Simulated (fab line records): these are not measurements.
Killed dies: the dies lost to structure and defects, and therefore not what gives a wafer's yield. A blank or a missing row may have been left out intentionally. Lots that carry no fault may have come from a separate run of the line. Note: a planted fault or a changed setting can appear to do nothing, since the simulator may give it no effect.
Lot-split experiment	flow berkeley_cmos170	on a route of 331 steps: 5 lots, 23 wafers read

== SPLIT DETAILS ==
At UCB170_CONTACT_EXPOSE_12 (exposes mask CONT, target cd 700 nm), the setting dose_mj was moved away from the recipe's 35 on 10 of the 23 wafers read, by -7.3% to +4.9%. The other wafers ran this setting at the recipe's value.

== FROM THE SPLIT TO THE READING: what the file shows between them, 6 steps ==
- UCB170_CONTACT_PEB_13
- UCB170_CONTACT_DEVELOP_14: develop time 45 s
- UCB170_CONTACT_CD_MEAS_15: target cd 700 nm
- UCB170_CONTACT_ETCH_17: etches BARC in N2/H2
- UCB170_CONTACT_ETCH_18: etches PSG in CHF3/CF4/Ar, stops on TiSi2, target depth 840 nm, time 195 s
- UCB170_CONTACT_STRIP_19: strips in O2

== THE READING ==
At UCB170_CONTACT_CD_MEAS_90: cd_nm in nanometres, against a target cd of 700 nm. Typical for fault-free wafers on this fab line: 700.0 nm, with standard deviation 1.6 nm.

wafer	tool, chamber at the split	dose_mj as run	against the recipe	cd_nm, nm	against lot-mates on the recipe
L076.1	krf_scanner-02, 0	32.43	-7.3%	686.3	-13.0
L076.2	krf_scanner-02, 0	35	recipe	699.8	-
L076.4	krf_scanner-02, 0	35	recipe	699.5	-
L076.5	krf_scanner-02, 0	35	recipe	698.6	-
L076.6	krf_scanner-02, 0	32.43	-7.3%	685.7	-13.6
L078.1	krf_scanner-02, 0	33.95	-3.0%	698.6	-3.7
L078.2	krf_scanner-02, 0	33.95	-3.0%	697.5	-4.8
L078.3	krf_scanner-02, 0	35	recipe	702.3	-
L078.5	krf_scanner-02, 0	33.95	-3.0%	696.3	-6.0
L078.6	krf_scanner-02, 0	35	recipe	702.3	-
L079.1	krf_scanner-02, 0	35	recipe	699.9	-
L079.4	krf_scanner-02, 0	35	recipe	700.7	-
L079.6	krf_scanner-02, 0	35	recipe	699.2	-
L082.2	krf_scanner-02, 0	33.39	-4.6%	690.4	-7.5
L082.3	krf_scanner-02, 0	35	recipe	698.6	-
L082.4	krf_scanner-02, 0	35	recipe	697.3	-
L082.5	krf_scanner-02, 0	33.39	-4.6%	690.4	-7.5
L082.6	krf_scanner-02, 0	35	recipe	697.8	-
L084.1	krf_scanner-02, 0	35	recipe	699.9	-
L084.2	krf_scanner-02, 0	36.71	+4.9%	706.7	+7.1
L084.3	krf_scanner-02, 0	36.71	+4.9%	708.6	+9.0
L084.4	krf_scanner-02, 0	35	recipe	699.4	-
L084.5	krf_scanner-02, 0	36.71	+4.9%	707.5	+7.9

FIT RESULTS
A straight line over all 23 wafers: cd_nm changes by +1.7 nm for each +1% of dose_mj; r = +0.96; the points scatter about the line by 1.7 nm.
The same after taking each lot's own level away (the mean of its wafers on the recipe; 23 wafers): +1.7 nm for each +1%; r = +0.99; scatter 0.68 nm.
According to that fit, moving dose_mj by its largest amount changes the reading by 12 nm.
From 697.90 to 702.30 nm: that is the span of the lots' own levels, equal to 2.7 times the standard deviation above.
So the lot-to-lot level changes the slope little: the two slopes agree.
Check: -12.4 nm against its lot-mates is what the line predicts for one of the wafers moved furthest among these (-7.3%) when that wafer is left out of the fit. It came out at -13 nm against them.

== OTHER SPLITS ON THESE WAFERS ==
These wafers also went through other splits before the reading. Each is held against what the fit with the lots' levels taken away leaves over:
other split on the same wafers	wafers away from the commonest value	r with cd_nm (lot level and that fit taken away)
UCB170_GATE_COAT_07 spin_rpm	8	-0.58
UCB170_PLDD_IMPLANT_09 energy_kev	10	-0.25
UCB170_NLDD_COAT_01 resist_thk_nm	12	+0.08
UCB170_SPACER_ANNEAL_02 temp_c	10	-0.11
UCB170_NSD_PEB_04 peb_temp_c	5	-0.22
UCB170_BACKSIDE_STRIP_03 power_w	8	-0.23
UCB170_SILICIDE_SPUTTER_01 time_s	7	-0.33

== THE WHOLE CHAIN: every reading that the file lists as answering this split, in the file's order ==
step	what it does	reading	change (the file's fit)	r (the file's)
UCB170_CONTACT_CD_MEAS_15	target cd 700 nm	cd_nm	+1.69 nm for each +1% of the setting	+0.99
UCB170_CONTACT_ETCH_17	etches BARC in N2/H2	CONTACT.cd_nm (the simulator's own value, which no gauge read)	+1.76 nm for each +1% of the setting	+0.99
UCB170_CONTACT_CD_MEAS_90	target cd 700 nm	cd_nm	+1.72 nm for each +1% of the setting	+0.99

== THE FILE'S OWN FIT ==
cd_nm changes by +1.72 nm for each +1% of dose_mj, r = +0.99.
